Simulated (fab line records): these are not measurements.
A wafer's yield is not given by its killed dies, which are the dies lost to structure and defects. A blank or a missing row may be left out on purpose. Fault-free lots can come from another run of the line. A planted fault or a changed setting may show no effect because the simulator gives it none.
Problem report, 8D (eight disciplines) form, completed by code	flow berkeleyCmos170	the parts of the form that need people (team, actions taken, sign-off) are left out

== 1. WHAT WENT WRONG ==
At UCB170_M3_ETCH_17, biasW averages 116.09 W over 2 wafers from 2 lots, while fault-free wafers read 100.03 W, standard deviation 0.29. That puts it +55 standard deviations away from the usual mean.
The step: etches BARC in N2/H2.
The first sign was on wafer L134.4 at day 9 18:43, on rieDiel-03. The record holds 42 wafers of 14 lots with a number at this step. The rule behind "out" and "out of limits": a value lying over 4 standard deviations away from the usual mean. Any other wafer with a number is counted as sound.

== 2. WHAT IT IS, WHAT IT ISN'T ==
question	is	is not
which readings at this step	biasW	chamberPressureMTorr, drypumpMotorCurrentA, rfFwdPowerW, throttleValvePct
which lots	L134, L138	L130, L131, L132, L139, L141, L142, L143, L146, L147, L148, L152, L153
which wafers of those lots	L134.4, L138.1	L134.1, L134.5, L138.2, L138.4
read on which tools	rieDiel-03	rieDiel-01, rieDiel-02
when	from day 9 18:43	up to then (11 sound wafers); but 29 sound wafers of L138, L139, L141, L142, L143, L146, L147, L148, L152, L153 came after

== 3. WHAT RULES OUT EACH SUSPECT ==
Counting: a tool at a process step up to the reading stays a suspect if it ran every lot that is out. Sound lots after the first of them don't rule it out here, since some wafers of a struck lot are sound.
- rieDiel-02 at UCB170_M2_ETCH_17 (etches BARC in N2/H2): kept. It ran every lot that is out, first L134 (day 9 11:17); its last sound lot up to then is L132 (day 8 20:49).
- rieDiel-03 at UCB170_M3_ETCH_17 (etches BARC in N2/H2): kept. It ran every lot that is out, first L134 (day 9 18:43); its last sound lot up to then is L132 (day 9 01:55). Out on those wafers are its own readings of biasW.
- In rieDiel-03 at UCB170_M3_ETCH_17, the wafers that are out were processed in chamber 0 and their sound lot-mates in chambers 1, 2, 3.
What counting leaves: rieDiel-02 at UCB170_M2_ETCH_17 and rieDiel-03 at UCB170_M3_ETCH_17.

== 4. THE CAUSE (what the simulator had put in) ==
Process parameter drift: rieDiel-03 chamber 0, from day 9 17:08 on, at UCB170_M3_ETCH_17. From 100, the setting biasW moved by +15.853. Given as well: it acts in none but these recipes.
Of the 2 suspects that counting leaves, this tool is one.

== 5. THE EFFECT CHAIN, in route order ==
Rows list readings where the struck wafers' mean (over those with a number) sits beyond 3 standard deviations from the usual. Only readings for which the record gives a usual standard deviation are gone through. hours: the time from each lot's start at the first step in this table that gives one to its start at this step, as a median over the lots. sigmas: the change in usual standard deviations.
hours	step	reading	usual	on struck wafers	change	sigmas
0	UCB170_M3_ETCH_17	biasW	100.03 W	116.09	+16.06	+55
Process steps it contains:
- UCB170_M3_ETCH_17: etches BARC in N2/H2.

== 6. WHAT WOULD HAVE CAUGHT IT SOONER ==
First out-of-limits reading in this record: day 9 18:43, which is 2 hours after fault onset at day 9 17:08.
